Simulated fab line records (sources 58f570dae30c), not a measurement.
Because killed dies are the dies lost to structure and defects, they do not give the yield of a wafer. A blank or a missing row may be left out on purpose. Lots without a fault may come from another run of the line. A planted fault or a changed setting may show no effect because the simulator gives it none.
Which of the tools did it? | flow berkeley-cmos170 | 21 wafers from 7 lots sampled at 3 of the route's 331 steps

## WHAT THE GAUGES SHOWED, per wafer
UCB170_V1_CD_MEAS_12: the cd target is 700 nm.
lot  | measured     | on        | cd-nm (nm)
L752 | day 7 16:43  | cd-sem-02 | 700.4 699.3 699.4
L754 | day 7 21:35  | cd-sem-02 | 701.9 702.0 702.4
L759 | day 9 14:20  | cd-sem-01 | 732.0 730.8 732.2
L768 | day 11 00:09 | cd-sem-01 | 701.0 700.0 701.5
L770 | day 11 16:23 | cd-sem-02 | 698.1 699.1 698.1
L772 | day 11 22:53 | cd-sem-02 | 701.1 699.3 699.4
L775 | day 12 22:41 | cd-sem-02 | 701.8 700.4 700.3

## TOOL THAT RAN EACH LOT (tool first, then ch and the chambers of the sampled wafers, then the start)
lot  | UCB170_M1_ETCH_11                  | UCB170_V1_PEB_10
L752 | rie-diel-01 ch 1,2,3, day 7 07:24  | litho-track-04 ch 0, day 7 16:26
L754 | rie-diel-04 ch 0,1, day 7 16:16    | litho-track-03 ch 0, day 7 21:20
L759 | rie-diel-02 ch 0,2,3, day 9 06:56  | litho-track-02 ch 0, day 9 14:04
L768 | rie-diel-01 ch 0,2,3, day 10 14:29 | litho-track-04 ch 0, day 10 23:53
L770 | rie-diel-02 ch 1,2,3, day 11 07:29 | litho-track-04 ch 0, day 11 16:07
L772 | rie-diel-04 ch 1,2,3, day 11 17:16 | litho-track-02 ch 0, day 11 22:37
L775 | rie-diel-01 ch 1,2, day 12 12:15   | litho-track-02 ch 0, day 12 22:25
- UCB170_M1_ETCH_11: etches BARC in N2/H2.
- UCB170_V1_PEB_10

## THE ANSWER, worked out from the rows above alone
Rule: usual is defined by the lots themselves. The widest of any qualifying gaps counts: lots, ordered by their means at a reading, are off when they make up no more than a third of the lots, leave a main group of 4 or more, and stand apart from it by 3 or more times the standard deviation of that group's means. The tables above print the reading to a certain number of digits; a main group whose means all agree to those digits is not used. A lot without any number at a reading at which 4 lots or more have one is off too. Any other lot the step has rows for is counted as sound.
Off: L759, at UCB170_V1_CD_MEAS_12 (cd-nm). For the main group the mean is 700.3 nm and the standard deviation 1.1.
A tool fits if, at a process step before that reading, it ran every lot that is off, and no sound lot after the first of them. The gauges at UCB170_V1_CD_MEAS_12 are tried like those tools. Of those tried, none fits.

## WHAT WAS PUT IN BY THE SIMULATOR
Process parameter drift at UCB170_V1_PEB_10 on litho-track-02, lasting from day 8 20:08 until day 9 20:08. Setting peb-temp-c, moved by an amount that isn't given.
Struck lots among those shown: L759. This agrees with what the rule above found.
